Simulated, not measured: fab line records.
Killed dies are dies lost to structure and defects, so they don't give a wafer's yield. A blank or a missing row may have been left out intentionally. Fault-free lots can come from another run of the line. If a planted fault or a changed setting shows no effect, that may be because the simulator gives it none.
Split-lot trial	flow rit-cmos	5 lots, 27 wafers read, on a route of 202 steps

== THE SPLIT ITSELF ==
At RIT_M1_DEVELOP_08 (develop time 68 s), the setting develop-time-s was moved away from the recipe's 68 s on 12 of the 27 wafers read, by -46.2% to +52.8%. For the rest of the wafers, this setting stayed at what the recipe calls for.

== FROM THE SPLIT TO THE READING: what the file shows between them, 5 steps ==
- RIT_M1_CD_MEAS_09: target cd 2600 nm
- RIT_M1_HARDBAKE_11: time 120 s
- RIT_M1_METAL_ETCH_12: etches Al in Cl2/BCl3, stops on SiO2, time 165 s, target depth 600 nm
- RIT_M1_STRIP_13: strips in nmp, time 600 s
- RIT_M1_STRIP_14: strips in O2, time 180 s

== THE READING ==
cd-nm at RIT_M1_CD_MEAS_90, given in nm (cd target 2600 nm). Typical for fault-free wafers on this fab line: 2601.1 nm, with standard deviation 2.1 nm.

wafer	tool, chamber at the split	develop-time-s as run, s	against the recipe	cd-nm, nm	against lot-mates on the recipe
L074.1	litho-track-03, 0	68	recipe	2601.2	-
L074.2	litho-track-03, 0	68	recipe	2602.6	-
L074.3	litho-track-03, 0	38.92	-42.8%	2657.3	+55.8
L074.4	litho-track-03, 0	68	recipe	2600.7	-
L074.5	litho-track-03, 0	38.92	-42.8%	2657.8	+56.3
L074.6	litho-track-03, 0	38.92	-42.8%	2658.2	+56.7
L080.1	litho-track-01, 0	68	recipe	2599.7	-
L080.2	litho-track-01, 0	36.6	-46.2%	2661.1	+62.3
L080.3	litho-track-01, 0	68	recipe	2597.5	-
L080.4	litho-track-01, 0	36.6	-46.2%	2663.4	+64.6
L080.5	litho-track-01, 0	68	recipe	2599.1	-
L080.6	litho-track-01, 0	36.6	-46.2%	2666.0	+67.2
L081.1	litho-track-01, 0	68	recipe	2604.3	-
L081.4	litho-track-01, 0	68	recipe	2600.4	-
L081.6	litho-track-01, 0	68	recipe	2600.0	-
L084.1	litho-track-02, 0	68	recipe	2607.5	-
L084.2	litho-track-02, 0	103.9	+52.8%	2567.3	-38.2
L084.3	litho-track-02, 0	103.9	+52.8%	2564.6	-40.9
L084.4	litho-track-02, 0	68	recipe	2604.2	-
L084.5	litho-track-02, 0	103.9	+52.8%	2568.9	-36.6
L084.6	litho-track-02, 0	68	recipe	2604.9	-
L085.1	litho-track-01, 0	68	recipe	2600.8	-
L085.2	litho-track-01, 0	42.06	-38.1%	2649.8	+48.1
L085.3	litho-track-01, 0	42.06	-38.1%	2647.4	+45.7
L085.4	litho-track-01, 0	68	recipe	2603.1	-
L085.5	litho-track-01, 0	42.06	-38.1%	2649.8	+48.1
L085.6	litho-track-01, 0	68	recipe	2601.1	-

FIT RESULTS
A straight line over all 27 wafers: cd-nm changes by -1.03 nm for each +1% of develop-time-s; r = -0.97; the points scatter about the line by 7.8 nm.
The same after taking each lot's own level away (the mean of its wafers on the recipe; 27 wafers): -1.08 nm for each +1%; r = -0.98; scatter 7.3 nm.
That fit puts the effect of the largest move of develop-time-s on the reading at 57 nm.
From 2598.77 to 2605.53 nm: that is the span of the lots' own levels, equal to 3.2 times the standard deviation above.
Hence the lot-to-lot level has little effect on the slope; both slopes agree.
Check: for one of the wafers moved furthest among these (+52.8%), held out of the fit, the line's prediction against its lot-mates is -54.6 nm. Against them it came out at -38.2 nm.

== OTHER SPLITS ON THESE WAFERS ==
Other splits were also applied to these wafers ahead of the reading. Each is held against what the fit with the lots' levels taken away leaves over:
other split on the same wafers	wafers away from the commonest value	r with cd-nm (lot level and that fit taken away)
RIT_ACTIVE_CVD_03 time-s	18	+0.21
RIT_GATE_ETCH_19 target-depth-a	6	+0.05
RIT_CONTACT_DEVELOP_07 develop-time-s	9	-0.10

== THE WHOLE CHAIN: every reading that the file lists as answering this split, in the file's order ==
step	what it does	reading	change (the file's fit)	r (the file's)
RIT_M1_CD_MEAS_09	target cd 2600 nm	cd-nm	-1.1 nm for each +1% of the setting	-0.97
RIT_M1_METAL_ETCH_12	etches Al in Cl2/BCl3, stops on SiO2, time 165 s, target depth 600 nm	M1.cd-nm (the simulator's own value, which no gauge read)	-1.12 nm for each +1% of the setting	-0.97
RIT_M1_CD_MEAS_90	target cd 2600 nm	cd-nm	-1.13 nm for each +1% of the setting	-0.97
RIT_M1_PROBE_99		etest.m1.width-nm (the simulator's own value, which no gauge read)	-1.16 nm for each +1% of the setting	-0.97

== THE FILE'S OWN FIT ==
cd-nm changes by -1.13 nm for each +1% of develop-time-s, r = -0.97.
